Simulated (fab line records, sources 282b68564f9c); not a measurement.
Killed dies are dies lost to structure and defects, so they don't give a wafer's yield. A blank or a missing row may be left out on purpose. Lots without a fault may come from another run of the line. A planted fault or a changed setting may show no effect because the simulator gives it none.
Which tool did it? | flow rit_cmos | 14 lots, 42 wafers sampled, at 4 steps of a route of 202

WHAT THE GAUGES READ, wafer by wafer
RIT_M1_OVL_MEAS_10.
lot  | measured    | on         | M1_OVL (nm)
L581 | day 3 10:36 | overlay-02 | -1.7 -1.4 0.0
L583 | day 3 19:22 | overlay-01 | 2.5 0.0 2.5
L584 | day 4 01:58 | overlay-01 | 2.7 2.1 1.7
L586 | day 4 09:47 | overlay-01 | 1.1 -1.9 0.3
L587 | day 4 12:48 | overlay-01 | 2.9 1.4 1.1
L588 | day 4 21:25 | overlay-01 | -1.3 -0.4 -1.6
L589 | day 4 23:14 | overlay-02 | 1.1 1.6 -0.3
L590 | day 5 05:40 | overlay-01 | 2.7 1.2 3.5
L591 | day 5 13:46 | overlay-01 | -0.2 1.0 1.0
L592 | day 5 14:45 | overlay-01 | 0.2 -2.1 -0.1
L593 | day 5 18:35 | overlay-02 | 0.7 1.6 3.0
L595 | day 6 05:16 | overlay-02 | 1.1 -0.1 1.4
L597 | day 6 15:07 | overlay-02 | 2.1 3.2 2.2
L604 | day 8 06:28 | overlay-02 | 0.6 1.3 0.4

WHICH TOOL RAN EACH LOT (tool, then ch and the chambers of the sampled wafers, then the start)
lot  | RIT_ACTIVE_CLEAN_15            | RIT_GATE_STRIP_20                   | RIT_CONTACT_ETCH_11
L581 | wet_bench-04 ch 1, day 1 15:08 | plasma_asher-01 ch 0,1, day 2 15:29 | rie_diel-04 ch 1,2, day 3 08:09
L583 | wet_bench-02 ch 0, day 2 01:58 | plasma_asher-01 ch 0, day 3 01:37   | rie_diel-04 ch 0,3, day 3 16:52
L584 | wet_bench-04 ch 1, day 2 06:16 | plasma_asher-03 ch 0,1, day 3 07:28 | rie_diel-02 ch 0,3, day 3 23:29
L586 | wet_bench-02 ch 1, day 2 17:25 | plasma_asher-04 ch 0,1, day 3 16:35 | rie_diel-02 ch 0,3, day 4 07:20
L587 | wet_bench-04 ch 1, day 2 21:29 | plasma_asher-01 ch 0,1, day 3 19:32 | rie_diel-03 ch 1,2,3, day 4 10:28
L588 | wet_bench-03 ch 3, day 3 03:27 | plasma_asher-04 ch 0,1, day 4 04:10 | rie_diel-03 ch 0,2, day 4 19:05
L589 | wet_bench-03 ch 3, day 3 07:38 | plasma_asher-03 ch 0,1, day 4 05:53 | rie_diel-02 ch 0,1,2, day 4 20:46
L590 | wet_bench-03 ch 1, day 3 12:25 | plasma_asher-04 ch 0,1, day 4 10:23 | rie_diel-03 ch 0,1,3, day 5 03:26
L591 | wet_bench-03 ch 2, day 3 18:10 | plasma_asher-01 ch 0,1, day 4 20:05 | rie_diel-04 ch 1,2,3, day 5 11:19
L592 | wet_bench-03 ch 1, day 3 22:16 | plasma_asher-03 ch 0,1, day 4 20:59 | rie_diel-02 ch 0,1,2, day 5 12:26
L593 | wet_bench-04 ch 3, day 4 03:20 | plasma_asher-03 ch 0,1, day 5 01:08 | rie_diel-04 ch 0,1,3, day 5 16:16
L595 | wet_bench-02 ch 1, day 4 14:20 | plasma_asher-03 ch 0,1, day 5 12:01 | rie_diel-02 ch 0,1,2, day 6 02:56
L597 | wet_bench-02 ch 3, day 4 23:29 | plasma_asher-01 ch 1, day 5 22:00   | rie_diel-03 ch 1,2,3, day 6 12:40
L604 | wet_bench-02 ch 2, day 6 10:58 | plasma_asher-01 ch 0,1, day 7 12:35 | rie_diel-02 ch 1,3, day 8 04:08
- RIT_ACTIVE_CLEAN_15: cleans in SC1, time 600 s.
- RIT_GATE_STRIP_20: strips in O2, time 180 s.
- RIT_CONTACT_ETCH_11: etches SiO2 in CHF3/CF4/Ar, stops on TiSi2, target depth 480 nm, time 320 s.

WHAT THE TOOLS THEMSELVES READ (means of the sampled wafers that have a number; where no wafer has one, the mark that the record gives instead)
RIT_ACTIVE_CLEAN_15.
lot  | tool         | run_length_s (s)
L581 | wet_bench-04 | 625
L583 | wet_bench-02 | 633
L584 | wet_bench-04 | 633
L586 | wet_bench-02 | 625
L587 | wet_bench-04 | 624
L588 | wet_bench-03 | 624
L589 | wet_bench-03 | 626
L590 | wet_bench-03 | 628
L591 | wet_bench-03 | 635
L592 | wet_bench-03 | 636
L593 | wet_bench-04 | 636
L595 | wet_bench-02 | 634
L597 | wet_bench-02 | 653
L604 | wet_bench-02 | 651

RIT_GATE_STRIP_20.
lot  | tool            | chamber_pressure_mTorr (mTorr) | drypump_motor_current_A (A)
L581 | plasma_asher-01 | 3999                           | 5.66
L583 | plasma_asher-01 | 3997                           | 5.41
L584 | plasma_asher-03 | 4000                           | 6.07
L586 | plasma_asher-04 | 4002                           | 5.78
L587 | plasma_asher-01 | 3998                           | 5.64
L588 | plasma_asher-04 | 3999                           | 5.75
L589 | plasma_asher-03 | 4004                           | 6.01
L590 | plasma_asher-04 | 4002                           | 5.77
L591 | plasma_asher-01 | 4002                           | 5.89
L592 | plasma_asher-03 | 4005                           | 6.03
L593 | plasma_asher-03 | 3997                           | 6.07
L595 | plasma_asher-03 | 4003                           | 6.05
L597 | plasma_asher-01 | 4002                           | 6.10
L604 | plasma_asher-01 | 3998                           | 5.88

RIT_CONTACT_ETCH_11.
lot  | tool        | chamber_pressure_mTorr (mTorr) | drypump_motor_current_A (A) | oes_product_au (a.u.) | throttle_valve_pct (%)
L581 | rie_diel-04 | 99.97                          | 6.0                         | 0.972                 | 8.94
L583 | rie_diel-04 | 100.03                         | 6.2                         | 1.007                 | 8.84
L584 | rie_diel-02 | 100.04                         | 6.1                         | 1.001                 | 8.87
L586 | rie_diel-02 | 100.08                         | 5.9                         | 1.002                 | 8.74
L587 | rie_diel-03 | 99.98                          | 5.6                         | 0.979                 | 8.75
L588 | rie_diel-03 | 99.91                          | 6.4                         | 0.969                 | 8.80
L589 | rie_diel-02 | 100.03                         | 5.7                         | 0.996                 | 8.94
L590 | rie_diel-03 | 99.94                          | 5.8                         | 0.979                 | 8.81
L591 | rie_diel-04 | 99.99                          | 6.1                         | 0.981                 | 8.88
L592 | rie_diel-02 | 100.03                         | 5.7                         | 0.997                 | 8.93
L593 | rie_diel-04 | 99.95                          | 6.0                         | 0.994                 | 8.89
L595 | rie_diel-02 | 100.09                         | 5.7                         | 0.998                 | 8.95
L597 | rie_diel-03 | 99.91                          | 5.6                         | 0.977                 | 8.75
L604 | rie_diel-02 | 99.97                          | 5.6                         | 0.981                 | 8.74

THE ANSWER, worked out from the rows above alone
Rule: what is usual is taken from the lots themselves. Put in order of their means at a reading, lots are off if they are a third of the lots or fewer, leave a main group of 4 or more, and stand apart from it by a gap of 3 or more times the standard deviation of the main group's means; of several such gaps the widest counts. A main group whose means are all the same, to the digits that the tables above print for the reading, isn't used. A lot without any number at a reading at which 4 lots or more have one is off too. The other lots that the step has rows for count as sound. The gauges are gone through in route order, then the tools' own readings, and for those a lot's mean is taken as printed above. The first step at which some lot is off is used, and at that step the reading that is off furthest; a lot without a number counts as furthest.
Off: L597, L604, at RIT_ACTIVE_CLEAN_15 (run_length_s). The main group: mean 630 s, standard deviation 4.8.
A tool fits if, at that step or a process step before it, it ran every lot that is off, and no sound lot after the first of them. One fits: wet_bench-02 at RIT_ACTIVE_CLEAN_15. Its last sound lot is L595 (day 4 14:20), its first lot that is off L597 (day 4 23:29): a fault that began between those two fits.

WHAT THE SIMULATOR HAD PUT IN
Process parameter drift: wet_bench-02, from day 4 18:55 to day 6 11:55, at RIT_ACTIVE_CLEAN_15. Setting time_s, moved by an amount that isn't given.
Lots struck among those shown: L597, L604. The rule above found the same.
